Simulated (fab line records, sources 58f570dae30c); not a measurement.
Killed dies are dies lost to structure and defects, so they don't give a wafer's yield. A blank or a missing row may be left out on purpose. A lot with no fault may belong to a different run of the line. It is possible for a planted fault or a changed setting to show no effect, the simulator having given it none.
fab line records ; flow berkeley_cmos170
record lots=14; wafers=42; last_day=12
route steps=331 shown ACTIVE@62 PSD@182 M2@278 M3@312
lots that met no fault: taken from a fault-free run of the same line
start_h: start of the lot's first displayed wafer, in hours after the record's first day ; wait_h: how many hours have passed since the lot's step before this one ; " unchanged from the row above ; L1.1+2: a single row standing in for several wafers ; - no value, or no start given ; * or withheld: withheld ; < > ~ a bound
route shown NAME@n: a module of which the file shows steps, and the number in the route of the first ; usual: average and standard deviation across the fault-free wafers ; same: alike in all rows ; chamber/n: place in a boat ; sites: each site's reading ; _std_site: the values' standard deviation ; _edge_site: outer sites' mean less inner sites' ; radius_mm: for every site, how far away it sits from the centre of the wafer ; mask NAME#n: copy n ; behind: the most recent tool/chamber to have shaped the wafer ; hold: why the lot went on hold/how many hours it stayed there/how the hold came to an end ; device: transistor that didn't switch, given as n, p or np ; end of line: the tests these same wafers got at the end of their route ; where a step has no rows: the recipe by itself ; killed: count of dies lost to structure and defects at first sort (not the wafer's yield) ; map: the dies of a wafer, with x for killed, . for not killed, _ for no die there
set.NAME: the setting as run; set.NAME@STEP: as run at that earlier step ; model.NAME: the simulator's own value behind a step, which no gauge read
the route's steps for a sample of lots (tables are steps, rows are wafers)
services: the hour from which a tool's chamber was out of use, counted from the record's first day as start_h (under 0 if before that day), plus the number of hours and why
## steps
# step UCB170_ACTIVE_OXIDATION_02
# recipe temp_c=1000; ambient=O2; target_thk_a=264; ox_time_s=1260
# usual ox_time_s=1260/0; zone_power_source_pct=30.3/1.6
lot.wafer;tool;chamber;start_h;wait_h;ox_time_s;zone_power_source_pct
L147.2;furnace-02;0;66.94;5.2;1260;31.7
L147.3;furnace-02;0;66.94;5.2;1260;31.3
L147.6;furnace-02;0;66.94;5.2;1260;31.5
L148.2;furnace-04;0;75.03;1.3;1260;28.4
L148.4;furnace-04;0;75.03;1.3;1260;28.4
L148.6;furnace-04;0;75.03;1.3;1260;28.3
L149.2;furnace-04;0;75.03;1.3;1260;28.2
L149.4;furnace-04;0;75.03;1.3;1260;28.5
L149.5;furnace-04;0;75.03;1.3;1260;28.5
L150.1;furnace-02;0;87.99;2.9;1260;31.5
L150.4;furnace-02;0;87.99;2.9;1260;31.4
L150.6;furnace-02;0;87.99;2.9;1260;31.3
L152.1;furnace-02;0;95.10;3.1;1260;31.8
L152.3;furnace-02;0;95.10;3.1;1260;31.5
L152.5;furnace-02;0;95.10;3.1;1260;31.2
L153.2;furnace-04;0;109.28;1.9;1260;28.6
L153.4;furnace-04;0;109.28;1.9;1260;28.3
L153.6;furnace-04;0;109.28;1.9;1260;28.5
L156.1;furnace-03;0;116.38;2.2;1260;31.8
L156.4;furnace-03;0;116.38;2.2;1260;31.1
L156.5;furnace-03;0;116.38;2.2;1260;31.5
L157.3;furnace-04;0;124.48;3.7;1008;28.6
L157.5;furnace-04;0;124.48;3.7;1008;28.5
L157.6;furnace-04;0;124.48;3.7;1008;27.9
L159.3;furnace-04;0;124.48;3.7;1008;28.5
L159.5;furnace-04;0;124.48;3.7;1008;28.0
L159.6;furnace-04;0;124.48;3.7;1008;28.2
L162.1;furnace-03;0;149.43;0.8;1260;32.0
L162.4;furnace-03;0;149.43;0.8;1260;31.6
L162.6;furnace-03;0;149.43;0.8;1260;31.0
L164.1;furnace-02;0;158.82;4.1;1260;31.6
L164.2;furnace-02;0;158.82;4.1;1260;31.3
L164.3;furnace-02;0;158.82;4.1;1260;31.0
L165.1;furnace-02;0;158.82;4.1;1260;31.3
L165.5;furnace-02;0;158.82;4.1;1260;31.3
L165.6;furnace-02;0;158.82;4.1;1260;30.7
L169.2;furnace-03;0;180.48;3.3;1260;31.4
L169.3;furnace-03;0;180.48;3.3;1260;31.3
L169.4;furnace-03;0;180.48;3.3;1260;31.5
L170.1;furnace-03;0;183.33;2.3;1260;31.4
L170.2;furnace-03;0;183.33;2.3;1260;31.3
L170.5;furnace-03;0;183.33;2.3;1260;31.3
# step UCB170_ACTIVE_THK_MEAS_03
# recipe reads=SiO2_of_ACTIVE_OXIDATION_02
# usual ACTIVE_OXIDE_THK=26.5/0.55
lot.wafer;tool;chamber;start_h;wait_h;ACTIVE_OXIDE_THK[nm]
L147.2;film_metro-03;-;68.30;0.0;26.5
L147.3;film_metro-03;-;68.30;0.0;26.2
L147.6;film_metro-03;-;68.30;0.0;26.4
L148.2;film_metro-03;-;76.39;0.0;27.2
L148.4;film_metro-03;-;76.39;0.0;27.3
L148.6;film_metro-03;-;76.39;0.0;27.2
L149.2;film_metro-02;-;76.39;0.0;27.1
L149.4;film_metro-02;-;76.39;0.0;26.7
L149.5;film_metro-02;-;76.39;0.0;26.3
L150.1;film_metro-01;-;89.34;0.0;26.5
L150.4;film_metro-01;-;89.34;0.0;25.9
L150.6;film_metro-01;-;89.34;0.0;26.0
L152.1;film_metro-02;-;96.45;0.0;25.8
L152.3;film_metro-02;-;96.45;0.0;25.6
L152.5;film_metro-02;-;96.45;0.0;25.9
L153.2;film_metro-02;-;110.64;0.0;26.3
L153.4;film_metro-02;-;110.64;0.0;26.5
L153.6;film_metro-02;-;110.64;0.0;26.1
L156.1;film_metro-01;-;117.73;0.0;26.3
L156.4;film_metro-01;-;117.73;0.0;26.0
L156.5;film_metro-01;-;117.73;0.0;26.1
L157.3;film_metro-03;-;125.85;0.0;24.1
L157.5;film_metro-03;-;125.85;0.0;24.0
L157.6;film_metro-03;-;125.85;0.0;23.4
L159.3;film_metro-01;-;125.85;0.0;24.1
L159.5;film_metro-01;-;125.85;0.0;24.1
L159.6;film_metro-01;-;125.85;0.0;24.2
L162.1;film_metro-02;-;150.78;0.0;25.8
L162.4;film_metro-02;-;150.78;0.0;26.1
L162.6;film_metro-02;-;150.78;0.0;25.6
L165.1;film_metro-01;-;160.17;0.0;26.6
L165.5;film_metro-01;-;160.17;0.0;26.7
L165.6;film_metro-01;-;160.17;0.0;26.2
L164.1;film_metro-02;-;160.19;0.0;27.3
L164.2;film_metro-02;-;160.19;0.0;27.0
L164.3;film_metro-02;-;160.19;0.0;26.9
L169.2;film_metro-01;-;181.84;0.0;26.0
L169.3;film_metro-01;-;181.84;0.0;26.7
L169.4;film_metro-01;-;181.84;0.0;26.2
L170.1;film_metro-01;-;184.74;0.1;25.6
L170.2;film_metro-01;-;184.74;0.1;25.8
L170.5;film_metro-01;-;184.74;0.1;25.7
# step UCB170_PSD_OVL_MEAS_07
# usual PSD_OVL=1/5.2
lot.wafer;tool;chamber;start_h;wait_h;PSD_OVL[nm]
L147.2;overlay-01;-;130.26;0.1;-10
L147.3;overlay-01;-;130.26;0.1;-6
L147.6;overlay-01;-;130.26;0.1;-7
L148.2;overlay-01;-;139.47;0.1;2
L148.4;overlay-01;-;139.47;0.1;-11
L148.6;overlay-01;-;139.47;0.1;5
L149.2;overlay-02;-;140.09;0.1;1
L149.4;overlay-02;-;140.09;0.1;-1
L149.5;overlay-02;-;140.09;0.1;4
L150.1;overlay-01;-;147.94;0.1;2
L150.4;overlay-01;-;147.94;0.1;1
L150.6;overlay-01;-;147.94;0.1;7
L152.1;overlay-01;-;166.27;0.1;-6
L152.3;overlay-01;-;166.27;0.1;3
L152.5;overlay-01;-;166.27;0.1;-1
L156.1;overlay-01;-;181.08;0.1;2
L156.4;overlay-01;-;181.08;0.1;5
L156.5;overlay-01;-;181.08;0.1;3
L153.2;overlay-01;-;181.96;0.1;3
L153.4;overlay-01;-;181.96;0.1;4
L153.6;overlay-01;-;181.96;0.1;8
L159.3;overlay-02;-;195.97;0.1;0
L159.5;overlay-02;-;195.97;0.1;-5
L159.6;overlay-02;-;195.97;0.1;-2
L157.3;overlay-01;-;196.22;0.1;6
L157.5;overlay-01;-;196.22;0.1;1
L157.6;overlay-01;-;196.22;0.1;3
L162.1;overlay-02;-;223.56;0.1;-7
L162.4;overlay-02;-;223.56;0.1;2
L162.6;overlay-02;-;223.56;0.1;-1
L165.1;overlay-01;-;229.04;0.1;0
L165.5;overlay-01;-;229.04;0.1;4
L165.6;overlay-01;-;229.04;0.1;10
L164.1;overlay-01;-;229.28;0.1;-4
L164.2;overlay-01;-;229.28;0.1;-4
L164.3;overlay-01;-;229.28;0.1;-8
L170.1;overlay-01;-;249.36;0.1;1
L170.2;overlay-01;-;249.36;0.1;5
L170.5;overlay-01;-;249.36;0.1;1
L169.2;overlay-01;-;249.64;0.1;2
L169.3;overlay-01;-;249.64;0.1;-2
L169.4;overlay-01;-;249.64;0.1;-3
# step UCB170_M2_STRIP_07
# recipe chemistry=O2; power_w=400; pressure_mtorr=3500; platen_temp_c=withheld; o2_flow_sccm=400; overash_fraction=0.5
# usual drypump_motor_current_A=5.6/0.64; oes_product_au=0.734/0.0045; strip_time_to_endpoint_s=21.96/0.06
lot.wafer;tool;chamber;start_h;wait_h;drypump_motor_current_A;oes_product_au;rf_hours_counter_h;strip_time_to_endpoint_s
L147.2;plasma_asher-02;1;152.74;0.1;4.7;0.733;44;22.12
L147.3;plasma_asher-02;0;152.74;0.1;6.4;0.740;-;22.03
L147.6;plasma_asher-02;1;152.74;0.1;4.7;0.736;-;22.05
L148.2;plasma_asher-02;0;160.51;0.1;6.4;0.733;45;21.89
L148.4;plasma_asher-02;0;160.51;0.1;6.4;0.734;-;21.91
L148.6;plasma_asher-02;1;160.51;0.1;4.7;0.736;-;21.82
L149.2;plasma_asher-02;1;160.96;0.1;4.7;0.741;45;22.02
L149.4;plasma_asher-02;1;160.96;0.1;4.7;0.731;-;22.01
L149.5;plasma_asher-02;1;160.96;0.1;4.7;0.733;-;22.08
L150.1;plasma_asher-04;0;169.98;0.1;5.0;0.735;46;21.97
L150.4;plasma_asher-04;1;169.98;0.1;5.4;0.737;-;21.90
L150.6;plasma_asher-04;0;169.98;0.1;5.0;0.733;-;22.01
L152.1;plasma_asher-02;1;190.27;0.1;4.7;0.733;48;22.02
L152.3;plasma_asher-02;1;190.27;0.1;4.7;0.733;-;22.02
L152.5;plasma_asher-02;0;190.27;0.1;6.4;0.738;-;21.92
L156.1;plasma_asher-04;1;202.19;0.1;5.5;0.739;49;22.01
L156.4;plasma_asher-04;1;202.19;0.1;5.4;0.734;-;22.02
L156.5;plasma_asher-04;1;202.19;0.1;5.4;0.735;-;21.99
L153.2;plasma_asher-02;0;202.85;0.1;6.5;0.726;49;21.92
L153.4;plasma_asher-02;0;202.85;0.1;6.5;0.740;-;21.98
L153.6;plasma_asher-02;1;202.85;0.1;4.7;0.733;-;22.03
L159.3;plasma_asher-03;0;216.73;0.1;6.2;0.730;-;21.87
L159.5;plasma_asher-03;0;216.73;0.1;6.2;0.739;-;21.93
L159.6;plasma_asher-03;1;216.73;0.1;6.1;0.736;-;21.92
L157.3;plasma_asher-04;0;217.12;0.1;5.0;0.730;-;22.01
L157.5;plasma_asher-04;1;217.12;0.1;5.4;0.731;-;21.90
L157.6;plasma_asher-04;0;217.12;0.1;5.0;0.729;-;21.93
L162.1;plasma_asher-03;0;247.32;0.1;6.2;0.726;15;21.99
L162.4;plasma_asher-03;1;247.32;0.1;6.1;0.736;-;21.86
L162.6;plasma_asher-03;0;247.32;0.1;6.2;0.732;-;21.92
L164.1;plasma_asher-02;1;255.94;0.1;4.7;0.737;55;21.87
L164.2;plasma_asher-02;0;255.94;0.1;6.4;0.726;55;21.93
L164.3;plasma_asher-02;0;255.94;0.1;6.4;0.727;-;21.85
L165.1;plasma_asher-03;0;256.29;0.1;6.2;0.732;16;21.95
L165.5;plasma_asher-03;0;256.29;0.1;6.2;0.734;-;21.91
L165.6;plasma_asher-03;1;256.29;0.1;6.1;0.739;-;21.93
L169.2;plasma_asher-03;0;269.99;0.1;6.2;0.731;18;21.91
L169.3;plasma_asher-03;1;269.99;0.1;6.1;0.733;-;21.88
L169.4;plasma_asher-03;0;269.99;0.1;6.2;0.731;-;21.84
L170.1;plasma_asher-04;1;273.68;0.1;5.4;0.732;58;21.96
L170.2;plasma_asher-04;0;273.68;0.1;5.1;0.735;58;21.95
L170.5;plasma_asher-04;0;273.68;0.1;5.0;0.734;-;22.02
# step UCB170_M3_THK_MEAS_03
# recipe thk_meas_gauge=xrf; reads=Al_of_M3_SPUTTER_01
# usual M3_AL_THK=896/13
lot.wafer;tool;chamber;start_h;wait_h;M3_AL_THK[nm]
L147.2;film_metro-01;-;158.63;0.1;887
L147.3;film_metro-01;-;158.63;0.1;896
L147.6;film_metro-01;-;158.63;0.1;890
L149.2;film_metro-03;-;165.68;0.1;907
L149.4;film_metro-03;-;165.68;0.1;912
L149.5;film_metro-03;-;165.68;0.1;924
L148.2;film_metro-01;-;165.92;0.1;887
L148.4;film_metro-01;-;165.92;0.1;910
L148.6;film_metro-01;-;165.92;0.1;901
L150.1;film_metro-02;-;179.16;0.1;882
L150.4;film_metro-02;-;179.16;0.1;880
L150.6;film_metro-02;-;179.16;0.1;876
L152.1;film_metro-01;-;195.67;0.1;905
L152.3;film_metro-01;-;195.67;0.1;888
L152.5;film_metro-01;-;195.67;0.1;897
L156.1;film_metro-02;-;206.79;0.1;904
L156.4;film_metro-02;-;206.79;0.1;902
L156.5;film_metro-02;-;206.79;0.1;907
L153.2;film_metro-03;-;208.31;0.1;903
L153.4;film_metro-03;-;208.31;0.1;905
L153.6;film_metro-03;-;208.31;0.1;912
L159.3;film_metro-03;-;221.95;0.1;910
L159.5;film_metro-03;-;221.95;0.1;916
L159.6;film_metro-03;-;221.95;0.1;908
L157.3;film_metro-03;-;222.28;0.1;881
L157.5;film_metro-03;-;222.28;0.1;910
L157.6;film_metro-03;-;222.28;0.1;902
L162.1;film_metro-02;-;254.47;0.1;884
L162.4;film_metro-02;-;254.47;0.1;867
L162.6;film_metro-02;-;254.47;0.1;885
L164.1;film_metro-01;-;260.58;0.1;920
L164.2;film_metro-01;-;260.58;0.1;904
L164.3;film_metro-01;-;260.58;0.1;886
L165.1;film_metro-03;-;261.18;0.1;887
L165.5;film_metro-03;-;261.18;0.1;893
L165.6;film_metro-03;-;261.18;0.1;894
L170.1;film_metro-01;-;278.72;0.1;901
L170.2;film_metro-01;-;278.72;0.1;904
L170.5;film_metro-01;-;278.72;0.1;900
L169.2;film_metro-03;-;281.07;0.1;875
L169.3;film_metro-03;-;281.07;0.1;889
L169.4;film_metro-03;-;281.07;0.1;901
## services
tool;chamber;start_h;hours;kind
plasma_asher-03;-;53.98;3.3;repair
furnace-02;-;57.96;4.7;pm
furnace-04;-;58.01;4.1;repair
plasma_asher-02;-;87.94;1.9;repair
plasma_asher-04;-;94.13;15.8;repair
plasma_asher-03;-;108.75;9.0;pm
plasma_asher-03;0;108.75;9.0;vent_cycle
plasma_asher-03;1;108.75;9.0;vent_cycle
plasma_asher-03;0;117.75;-;clean
plasma_asher-03;1;117.75;-;clean
furnace-03;-;120.48;3.4;pm
plasma_asher-02;-;125.29;10.7;pm
plasma_asher-04;-;136.16;13.9;pm
furnace-02;-;186.82;4.9;pm
furnace-03;-;192.68;4.7;pm
plasma_asher-02;-;195.31;7.5;repair
plasma_asher-03;-;195.47;2.8;pm
plasma_asher-02;-;200.49;1.3;repair
furnace-03;-;237.24;3.1;pm
plasma_asher-03;-;269.03;0.7;repair
## key
first_sign step=UCB170_ACTIVE_OXIDATION_02; reading=ox_time_s; direction=down; sigmas=99+; usual=*; struck=*
effect step=UCB170_ACTIVE_THK_MEAS_03; reading=ACTIVE_OXIDE_THK; direction=down; sigmas=4.7; usual=26.5; struck=24.0
met_at UCB170_ACTIVE_OXIDATION_02
struck_lots L157,L159
tester_left_out L157,L159
not_acting_at UCB170_PSD_OVL_MEAS_07,UCB170_M2_STRIP_07,UCB170_M3_THK_MEAS_03
onset_between 109.28 124.48
fault kind=process_parameter_drift; tool=furnace-04; chamber=-; onset_h=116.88; steps=UCB170_ACTIVE_OXIDATION_02; channel=ox_time_s; offset=*; shape=step; end_h=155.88; acts_in=*; stated=*
# tester_left_out: of these lots the tester's yield and bins aren't shown, on N5 and GAA mostly nor the transistor test; their killed dies are dies lost to structure and defects alone, not to doping, threshold or leakage, so they don't give the yield
